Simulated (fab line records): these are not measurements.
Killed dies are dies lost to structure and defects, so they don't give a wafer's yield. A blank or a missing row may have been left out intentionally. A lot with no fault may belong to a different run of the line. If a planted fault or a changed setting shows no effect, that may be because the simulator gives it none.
2 desks, one fault + flow berkeley-cmos170 + each desk has only its own numbers; what lay behind them comes last

THE METROLOGY DESK
What the gauges read, lot by lot, whatever tool the lot ran on: means of the sampled wafers that have a number. If a lot's mean is further than 4 standard deviations from the usual mean, the lot is out of limits and carries the mark OUT (the distance appears in the brackets).
Columns: A = M3_OVL at UCB170_M3_OVL_MEAS_16, usual -1 nm
| lot  | first seen here | A   |
|------|-----------------|-----|
| L913 | day 8 14:18     | -14 |
| L916 | day 9 09:31     | -0  |
| L915 | day 9 09:47     | -2  |
| L917 | day 9 10:23     | -1  |
| L918 | day 9 10:46     | 1   |
| L924 | day 10 06:20    | -8  |
| L921 | day 10 06:37    | 2   |
| L920 | day 10 07:37    | 1   |
| L925 | day 10 17:53    | -7  |
| L926 | day 10 20:53    | 1   |
| L929 | day 11 09:20    | 4   |
| L927 | day 11 10:46    | 3   |
| L928 | day 11 11:48    | -2  |
| L931 | day 11 21:46    | -5  |
This desk's verdict: no lot among the 14 shows anything out of limits.

AT THE TOOL OWNER'S DESK: rie-metal-04
The tool's own readings at UCB170_M1_METAL_ETCH_12 (etches Al in Cl2/BCl3, stops on PSG, target depth 780 nm, time 130 s): means of the sampled wafers that have a number, for each lot that ran on this tool. If a lot's mean is further than 4 standard deviations from the usual mean, the lot is out of limits and carries the mark OUT (the distance appears in the brackets).
Columns: A = bcl3-flow-sccm at UCB170_M1_METAL_ETCH_12, usual 45.04 sccm; B = bias-w at UCB170_M1_METAL_ETCH_12, usual 120.1 W; C = drypump-motor-current-A at UCB170_M1_METAL_ETCH_12, usual 6.1 A; D = oes-product-au at UCB170_M1_METAL_ETCH_12, usual 0.855 a.u.; E = throttle-valve-pct at UCB170_M1_METAL_ETCH_12, usual 24.4 %
| lot  | first seen here | A     | B               | C   | D     | E    |
|------|-----------------|-------|-----------------|-----|-------|------|
| L916 | day 8 16:52     | 44.96 | 120.3           | 5.6 | 0.843 | 24.2 |
| L918 | day 8 20:39     | 45.11 | 120.4           | 6.2 | 0.864 | 24.0 |
| L924 | day 9 11:17     | 45.09 | 120.1           | 6.2 | 0.844 | 24.0 |
| L926 | day 10 06:47    | 45.04 | 114.0 (-16) OUT | 6.8 | 0.860 | 23.8 |
| L928 | day 10 18:25    | 44.99 | 115.9 (-11) OUT | 6.2 | 0.851 | 24.0 |
This desk's finding: out of limits on L926, L928; first on L926, day 10 06:47 (bias-w at UCB170_M1_METAL_ETCH_12). In limits: L916, L918, L924.

PUT TOGETHER
The tool owner's desk could have raised an alarm at day 10 06:47, on L926, L928.
Metrology desk: nothing out of limits seen.
The metrology desk has L926, L928 on record, within its limits.
Of the lots named, all ran UCB170_M1_METAL_ETCH_12 on rie-metal-04.

WHAT HAD BEEN PUT IN BY THE SIMULATOR
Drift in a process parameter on rie-metal-04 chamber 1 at UCB170_M1_METAL_ETCH_12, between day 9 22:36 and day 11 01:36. A move of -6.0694 in setting bias-w, from 120. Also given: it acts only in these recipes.
Shown lots that were struck: L926, L928.
How many hours passed from the start of the fault until each desk's first out-of-limits reading: the tool owner's desk, 8.
